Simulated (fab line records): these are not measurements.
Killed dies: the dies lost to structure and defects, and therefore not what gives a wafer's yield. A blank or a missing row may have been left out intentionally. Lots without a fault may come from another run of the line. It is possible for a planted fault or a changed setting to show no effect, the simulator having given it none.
One fault seen from 2 desks    flow ritCmos    only its own numbers are on each desk; what lay behind them is given at the end

## THE TOOL OWNER'S DESK: lithoTrack-01
At RIT_NSD_SOFTBAKE_02 (time 60 s), the tool's own readings, given per lot that ran on this tool as the mean of the sampled wafers with a number. The brackets show how far a lot's mean lies from the usual mean; more than 4 standard deviations puts the lot out of limits, marked OUT.
Columns: A = exhaustPa at RIT_NSD_SOFTBAKE_02, usual 45.2 Pa; B = heaterPowerTotalW at RIT_NSD_SOFTBAKE_02, usual 34.56 W; C = plateTempC at RIT_NSD_SOFTBAKE_02, usual 89.98 C
lot   first seen here  A     B                C
L310  day 3 04:56      46.3  34.59            89.87
L321  day 5 17:14      44.7  33.60 (-20) OUT  88.17 (-14) OUT
L322  day 5 19:06      45.4  33.57 (-20) OUT  88.06 (-15) OUT
This desk's verdict: out of limits on L321, L322, starting with L321 at day 5 17:14 (heaterPowerTotalW at RIT_NSD_SOFTBAKE_02). L310: within limits.

## THE METROLOGY DESK
Means of the sampled wafers that have a number, per lot and without regard to the tool the lot ran on: this is what the gauges read. The brackets show how far a lot's mean lies from the usual mean; more than 4 standard deviations puts the lot out of limits, marked OUT.
Columns: A = PLDD_TW at RIT_PLDD_TW_MEAS_10, usual 2354; B = SPACER_NITRIDE_THK at RIT_SPACER_THK_MEAS_04, usual 245.4 nm; C = NSD_OVL at RIT_NSD_OVL_MEAS_06, usual -0.2 nm
lot   first seen here  A     B      C
L310  day 3 01:55      2366  246.5  -1.7
L316  day 4 08:27      2331  246.1  -1.6
L321  day 5 11:57      2366  244.5  -0.2
L322  day 5 16:01      2345  247.2  0.2
L327  day 6 16:01      2331  247.4  0.5
L332  day 7 20:19      2336  242.5  -0.0
This desk's verdict: no lot among the 6 shows anything out of limits.

## PUT TOGETHER
The tool owner's desk had the chance to raise an alarm at day 5 17:14 on L321, L322.
Metrology desk: nothing out of limits seen.
The metrology desk holds a record of L321, L322, inside its limits.
The lots listed all ran RIT_NSD_SOFTBAKE_02 on lithoTrack-01.

## WHAT THE SIMULATOR PUT IN
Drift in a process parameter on lithoTrack-01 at RIT_NSD_SOFTBAKE_02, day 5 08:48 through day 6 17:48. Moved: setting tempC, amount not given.
Struck lots among those shown: L321, L322.
Each desk's first reading out of limits, in hours after the fault started: the tool owner's desk, 8.
